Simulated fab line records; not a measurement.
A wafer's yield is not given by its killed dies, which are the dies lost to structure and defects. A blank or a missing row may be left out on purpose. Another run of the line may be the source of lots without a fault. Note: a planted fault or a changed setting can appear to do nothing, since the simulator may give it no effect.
Comparing a struck lot with a sound one | flow rit cmos | 34 out of 202 route steps
Sound: these wafers, L963.1, L963.2, L963.3. Wafers L971.2, L971.3, L971.4 were the ones struck. At the end, the cause is stated.
For every step that has rows: the tool of each side, followed by ch and its chambers, followed by its first start. Under that, the readings that differ: sound wafers | struck wafers | difference of the means | sigmas: that difference in standard deviations of wafers without a fault.
alike: readings whose means differ by less than 2 such deviations, and words and numbers that are the same on both sides. not compared: withheld readings, readings that some wafer has no value for, bounds like >300 that may hide the same value, and numbers for which the record gives no deviation and whose values overlap.
A row with sigmas, a row that says differs or no value, or rows on one side alone: a step with any of these is where the two part. When numbers do not overlap yet have no deviation, they are printed without sigmas and do not part them. Lack of a reading on every wafer of one side parts them only where that side has two or more wafers.

first, 2 steps without rows for these wafers: RIT_SPACER_CLEAN_02 (cleans in SC2, time 600 s); RIT_SPACER_CVD_03 (deposits Si3N4 from SiH2Cl2/NH3, target thk 250 nm, time 3300 s).
RIT_SPACER_THK_MEAS_04:
  sound: film metro-03 at day 3 15:01; struck: film metro-03 at day 5 02:07
  alike: SPACER_NITRIDE_THK
RIT_SPACER_ETCHBACK_05: etches Si3N4 in SF6/CHF3, stops on SiO2, target depth 250 nm, time 240 s.
  sound on rie diel-04 ch 0,1,3, day 3 15:05; struck on rie diel-02 ch 0,1,2, day 5 02:10
  alike: drypump motor current A, oes product au, throttle valve pct
  not compared: rf hours counter h
then, 6 steps without rows for these wafers: RIT_NSD_HMDS_00 (prime time 60 s); RIT_NSD_COAT_01 (resist thk 1000 nm); RIT_NSD_SOFTBAKE_02 (time 60 s); RIT_NSD_EXPOSE_03 (exposes mask M9, target cd 40700 nm); RIT_NSD_PEB_04; RIT_NSD_DEVELOP_05 (develop time 50 s).
RIT_NSD_OVL_MEAS_06:
  sound: overlay-01 at day 3 16:05; struck: overlay-02 at day 5 03:10
  alike: NSD_OVL
then, 1 step without rows for these wafers: RIT_NSD_HARDBAKE_07 (time 60 s).
RIT_NSD_IMPLANT_08:
  sound on implanter-04 ch 0, day 3 16:16; struck on implanter-03 ch 0, day 5 03:23
  reading                          | sound                          | struck                       | difference | sigmas
  dose ions cm2                    | 9.995e+14 9.988e+14 1.0002e+15 | 5.515e+14 5.51e+14 5.523e+14 | -4.479e+14 | -99 or more
  end station pressure torr (Torr) | 7.3e-06 7.6e-06 7.5e-06        | 6.3e-06 6.2e-06 6e-06        | -1.3e-06   | -3
  faraday current uA               | 3073 3195 3138                 | 1741 1706 1687               | -1424      | -21
  alike: beam on s
RIT_NSD_STRIP_09: strips in O2, time 180 s.
  sound on plasma asher-01 ch 0,1, day 3 16:25; struck on plasma asher-04 ch 0,1, day 5 03:30
  alike: drypump motor current A
  not compared: rf hours counter h
RIT_NSD_TW_MEAS_10:
  sound: film metro-01 at day 3 16:35; struck: film metro-02 at day 5 03:41
  reading | sound          | struck         | difference | sigmas
  NSD_TW  | 3173 3161 3177 | 2735 2733 2730 | -438       | -11
then, 6 steps without rows for these wafers: RIT_PSD_HMDS_00 (prime time 60 s); RIT_PSD_COAT_01 (resist thk 1000 nm); RIT_PSD_SOFTBAKE_02 (time 60 s); RIT_PSD_EXPOSE_03 (exposes mask M10, target cd 40900 nm); RIT_PSD_PEB_04; RIT_PSD_DEVELOP_05 (develop time 50 s).
RIT_PSD_OVL_MEAS_06:
  sound: overlay-02 at day 3 17:38; struck: overlay-01 at day 5 04:35
  alike: PSD_OVL
then, 2 steps without rows for these wafers: RIT_PSD_HARDBAKE_07 (time 60 s); RIT_PSD_IMPLANT_08.
RIT_PSD_STRIP_09: strips in O2, time 180 s.
  sound on plasma asher-01 ch 0,1, day 3 17:58; struck on plasma asher-02 ch 0,1, day 5 04:55
  alike: drypump motor current A
  not compared: rf hours counter h
RIT_PSD_TW_MEAS_10:
  sound: film metro-03 at day 3 18:08; struck: film metro-01 at day 5 05:07
  alike: PSD_TW
then, 3 steps without rows for these wafers: RIT_SDANNEAL_CLEAN_00 (cleans in SC1, time 600 s); RIT_SDANNEAL_CLEAN_01 (cleans in dHF, time 30 s); RIT_SDANNEAL_CLEAN_02 (cleans in SC2, time 600 s).
RIT_SDANNEAL_RTA_03: time 5 s.
  sound on rtp anneal-02 ch 0, day 3 18:34; struck on rtp anneal-02 ch 0, day 5 05:33
  alike: anneal temp c max, wafer_temp_C_max
RIT_SDANNEAL_RS_MEAS_04: a four-point-probe measurement.
  sound: film metro-01 at day 3 18:38; struck: film metro-02 at day 5 05:37
  alike: PSD_RS
RIT_SDANNEAL_RS_MEAS_05: a four-point-probe measurement.
  sound: film metro-01 at day 3 18:45; struck: film metro-02 at day 5 05:44
  reading         | sound             | struck               | difference | sigmas
  NSD_RS (ohm/sq) | 84.69 84.69 84.60 | 137.82 138.48 137.96 | +53.43     | +99 or more
RIT_SDANNEAL_RS_MEAS_06: a four-point-probe measurement.
  sound: film metro-01 at day 3 18:52; struck: film metro-02 at day 5 05:52
  alike: PLDD_RS
RIT_M1_PROBE_99:
  sound: prober-01 at day 4 02:01; struck: prober-01 at day 5 13:20
  reading                                   | sound                | struck               | difference | sigmas
  killed_at_M0_to_M3                        | 0 0 0                | 0 2 0                | +1         | +3
  model.etest.nmos_0p3.r on ohm um          | 2123 2147 2132       | 2532 2568 2550       | +416       |
  model.etest.nmos_0p15.r on ohm um         | 1095 1140 1104       | 1366 1404 1369       | +267       |
  model.etest.contact nplus.end ohm um      | 40.78 42.41 42.02    | 105 106.2 104.4      | +63        |
  model.etest.nmos_0p15.drive ua um         | 481 465.6 481.1      | 400.3 391.8 391      | -81.5      |
  model.etest.nmos narrow.drive ua um       | 230.4 227.5 229.7    | 188.2 186.2 183.2    | -43.3      |
  model.etest.nmos_0p3.drive ua um          | 227.8 227.7 230.7    | 187.8 186 182        | -43.5      |
  model.etest.nmos_0p15.tox inv nm (nm)     | 4.478 4.481 4.475    | 5.114 5.121 5.221    | +0.674     |
  model.etest.nmos_0p15.junction log10 a um | -13.61 -13.64 -13.55 | -13.42 -13.22 -13.16 | +0.33      |
  alike: killed at contacts, killed at front end, killed dies, killed open, killed short

== WHERE THEY PART ==
Last at RIT_M1_PROBE_99 as far as this record goes, first at RIT_NSD_IMPLANT_08.

WHY: the cause the simulator had injected
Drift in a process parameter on implanter-03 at RIT_NSD_IMPLANT_08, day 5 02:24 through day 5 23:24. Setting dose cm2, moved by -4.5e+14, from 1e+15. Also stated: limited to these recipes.
